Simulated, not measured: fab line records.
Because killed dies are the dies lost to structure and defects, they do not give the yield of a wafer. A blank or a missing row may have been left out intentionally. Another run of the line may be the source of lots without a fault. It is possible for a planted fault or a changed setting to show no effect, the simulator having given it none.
Chamber matching || flow berkeley_cmos170 || 4 sister chambers for UCB170_V2_CMP_02 on cmp-02
The step polishes SiO2. 7 wafers are shown with their chamber, then 8 later ones without.

## WAFERS, EACH WITH ITS CHAMBER
{"wafer": "L713.5", "chamber": 3, "motor_current_A (A)": 16.5, "retaining_ring_pressure_frac": 1.002}
{"wafer": "L710.2", "chamber": 2, "motor_current_A (A)": 18.2, "retaining_ring_pressure_frac": 0.996}
{"wafer": "L710.4", "chamber": 1, "motor_current_A (A)": 15.5, "retaining_ring_pressure_frac": 0.991}
{"wafer": "L716.2", "chamber": 0, "motor_current_A (A)": 16.9, "retaining_ring_pressure_frac": 0.998}
{"wafer": "L716.3", "chamber": 2, "motor_current_A (A)": 17.6, "retaining_ring_pressure_frac": 1.008}
{"wafer": "L716.5", "chamber": 3, "motor_current_A (A)": 16.7, "retaining_ring_pressure_frac": 0.991}
{"wafer": "L717.1", "chamber": 0, "motor_current_A (A)": 17.1, "retaining_ring_pressure_frac": 0.995}

## WAFERS MISSING THEIR CHAMBER
{"wafer": "L717.2", "motor_current_A (A)": 17.5, "retaining_ring_pressure_frac": 1.001}
{"wafer": "L717.5", "motor_current_A (A)": 18.8, "retaining_ring_pressure_frac": 0.988}
{"wafer": "L725.1", "motor_current_A (A)": 16.2, "retaining_ring_pressure_frac": 1.011}
{"wafer": "L725.4", "motor_current_A (A)": 15.6, "retaining_ring_pressure_frac": 1.000}
{"wafer": "L725.6", "motor_current_A (A)": 17.6, "retaining_ring_pressure_frac": 0.994}
{"wafer": "L727.1", "motor_current_A (A)": 15.1, "retaining_ring_pressure_frac": 1.001}
{"wafer": "L727.4", "motor_current_A (A)": 17.3, "retaining_ring_pressure_frac": 0.992}
{"wafer": "L727.6", "motor_current_A (A)": 16.0, "retaining_ring_pressure_frac": 1.000}

## CHAMBER TAKEN BY EACH
{"wafer": "L717.2", "from the rows above": "can't be placed: 2 or 0 or 3", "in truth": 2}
{"wafer": "L717.5", "from the rows above": 2, "in truth": 2}
{"wafer": "L725.1", "from the rows above": "can't be placed: 3 or 0 or 1", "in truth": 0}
{"wafer": "L725.4", "from the rows above": 1, "in truth": 1}
{"wafer": "L725.6", "from the rows above": "can't be placed: 2 or 0", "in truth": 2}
{"wafer": "L727.1", "from the rows above": 1, "in truth": 1}
{"wafer": "L727.4", "from the rows above": "can't be placed: 0 or 2 or 3", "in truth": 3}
{"wafer": "L727.6", "from the rows above": "can't be placed: 3 or 1 or 0", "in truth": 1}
Correct placement for 3 of the 8. Can't be placed from these rows: 5 (the true chamber is among the candidates in 5). 0 placed wrongly.
How it was worked out, from the rows above alone: a wafer's distance from a chamber is the root of the sum, over the readings, of the square of ((its reading less the chamber's mean) divided by the reading's scatter). If the next closest chamber is less than 2 further off than the closest, the wafer can't be placed; otherwise it belongs to the closest. Each chamber's mean is taken over the wafers shown for it. How the scatter is found: for the shown wafers, subtract from each reading the mean of its chamber, square and add these, divide the total by (wafers less chambers), then take the root.
